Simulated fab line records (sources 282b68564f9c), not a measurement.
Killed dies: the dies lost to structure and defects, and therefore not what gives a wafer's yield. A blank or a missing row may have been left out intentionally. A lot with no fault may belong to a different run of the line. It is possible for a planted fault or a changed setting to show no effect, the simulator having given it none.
Which of the tools did it?	flow ritCmos	7 lots, 21 wafers sampled, at 2 steps of a route of 202

WHAT THE GAUGES SHOWED, per wafer
RIT_NWELL_OVL_MEAS_06.
lot	measured	on	NWELL_OVL (nm)
L555	day 2 17:41	overlay-02	2.9 2.6 2.8
L558	day 3 09:13	overlay-02	-0.3 0.2 -0.6
L560	day 3 18:08	overlay-02	2.3 2.4 1.6
L562	day 4 06:11	overlay-02	0.4 0.6 2.5
L566	day 5 01:35	overlay-01	1.2 2.4 0.9
L570	day 5 19:55	overlay-01	1.4 2.6 3.8
L573	day 6 10:36	overlay-02	-179.3 -180.1 -180.5

WHAT TOOL EACH LOT RAN ON (gives the tool, then ch and the chambers of the sampled wafers, and finally the start)
lot	RIT_NWELL_EXPOSE_03
L555	ilineStepper-01 ch 0, day 2 17:17
L558	ilineStepper-01 ch 0, day 3 08:48
L560	ilineStepper-02 ch 0, day 3 17:43
L562	ilineStepper-02 ch 0, day 4 05:45
L566	ilineStepper-02 ch 0, day 5 01:10
L570	ilineStepper-01 ch 0, day 5 19:29
L573	ilineStepper-01 ch 0, day 6 10:11
- RIT_NWELL_EXPOSE_03: exposes mask M2, target cd 43900 nm.

THE ANSWER, worked out from the rows above alone
Rule: the lots themselves supply what counts as usual. Put in order of their means at a reading, lots are off if they are a third of the lots or fewer, leave a main group of 4 or more, and stand apart from it by a gap of 3 or more times the standard deviation of the main group's means; of several such gaps the widest counts. A main group is skipped when, at the precision printed for the reading in the tables above, its means are all equal. Also off: a lot with no number at a reading for which 4 or more lots have one. The other lots that the step has rows for count as sound.
Off: L573, seen at RIT_NWELL_OVL_MEAS_06 (NWELL_OVL). Mean 1.7 nm and standard deviation 1 in the main group.
If a tool, at a process step before that reading, ran all the lots that are off and no sound lot after the first of them, it fits. Those tools and the gauges at RIT_NWELL_OVL_MEAS_06 are tried in the same way. Can't be told from this: 2 tools fit, ilineStepper-01 at RIT_NWELL_EXPOSE_03, overlay-02 at RIT_NWELL_OVL_MEAS_06.

WHAT THE SIMULATOR PUT IN
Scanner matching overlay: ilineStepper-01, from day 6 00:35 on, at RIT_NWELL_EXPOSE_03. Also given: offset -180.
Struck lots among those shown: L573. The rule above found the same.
